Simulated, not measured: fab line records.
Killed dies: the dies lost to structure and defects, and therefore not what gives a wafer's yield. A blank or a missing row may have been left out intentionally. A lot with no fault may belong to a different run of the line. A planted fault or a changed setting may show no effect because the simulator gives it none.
A lot that was struck, set against a sound lot -- flow berkeley_cmos170 -- 14 out of 331 route steps
Sound: the wafers L371.2, L371.3, L371.6. Wafers struck: L367.2, L367.3, L367.6. Last of all comes the cause.
At each step with rows: each side's tool, then ch and its chambers, then its first start. Under that, the readings that differ: sound wafers -- struck wafers -- difference of the means -- sigmas: that difference in standard deviations of wafers without a fault.
alike: a reading whose means differ by less than 2 such deviations, as well as words and numbers matching on both sides. not compared: withheld readings; readings where some wafer has no value; bounds like >300 that might hide an equal value; numbers whose values overlap and for which the record gives no deviation.
A row with sigmas, a row that says differs or no value, or rows on one side alone: a step with any of these is where the two part. Numbers that have no deviation but don't overlap get no sigmas and don't part them. A reading that every wafer of one side lacks parts them only if that side has two wafers or more.

first, 1 step without rows for these wafers: UCB170_CONTACT_CLEAN_07 (cleans in SPM, time 600 s).
UCB170_CONTACT_RTA_08: time 10 s.
  sound on rtp_anneal-02 ch 0, day 11 10:25; struck on rtp_anneal-02 ch 0, day 10 12:37
  alike: chamber_o2_ppm, lamp_power_pct, wafer_temp_C_max
then, 6 steps without rows for these wafers: UCB170_CONTACT_COAT_09; UCB170_CONTACT_COAT_10 (resist thk 900 nm); UCB170_CONTACT_SOFTBAKE_11 (time 60 s); UCB170_CONTACT_EXPOSE_12 (exposes mask CONT, target cd 700 nm); UCB170_CONTACT_PEB_13; UCB170_CONTACT_DEVELOP_14 (develop time 45 s).
UCB170_CONTACT_CD_MEAS_15: target cd 700 nm.
  struck on cd_sem-02, day 10 13:32; sound on cd_sem-02, day 11 11:31
  alike: cd_nm
UCB170_CONTACT_OVL_MEAS_16:
  struck on overlay-02, day 10 13:38; sound on overlay-01, day 11 11:37
  alike: CONTACT_OVL
UCB170_CONTACT_ETCH_17: etches BARC in N2/H2.
  sound on rie_diel-02 ch 0,3, day 11 11:38; struck on rie_diel-02 ch 0,1,3, day 10 13:40
  alike: drypump_motor_current_A, oes_product_au, throttle_valve_pct
UCB170_CONTACT_ETCH_18: etches PSG in CHF3/CF4/Ar, stops on TiSi2, target depth 840 nm, time 195 s.
  sound: rie_diel-02 ch 0,3; struck: rie_diel-02 ch 0,1,3
  alike: drypump_motor_current_A, mfc_ar_sccm, oes_product_au, throttle_valve_pct
  not compared: rf_hours_counter_h
UCB170_CONTACT_STRIP_19: strips in O2.
  sound on plasma_asher-02 ch 0,1, day 11 11:49; struck on plasma_asher-03 ch 0,1, day 10 13:50
  no value came back on the struck wafers for chamber_pressure_mTorr (mTorr), drypump_motor_current_A (A), oes_product_au (a.u.); on the sound wafers chamber_pressure_mTorr (mTorr) reads 3495 3495 3500
reading,sound,struck,difference,sigmas
model.KrF_of_CONTACT_COAT_10.thk_nm (nm),0 0 0,694.9 695.9 691.1,+694.0,
  not compared: rf_hours_counter_h
UCB170_CONTACT_CD_MEAS_90: target cd 700 nm.
  struck on cd_sem-02, day 10 14:01; sound on cd_sem-01, day 11 11:56
  alike: cd_nm

## WHERE THEY PART
Only at UCB170_CONTACT_STRIP_19, within this record. Later steps at which nothing parts them and some readings are alike: UCB170_CONTACT_CD_MEAS_90.

WHY: what had been put in by the simulator
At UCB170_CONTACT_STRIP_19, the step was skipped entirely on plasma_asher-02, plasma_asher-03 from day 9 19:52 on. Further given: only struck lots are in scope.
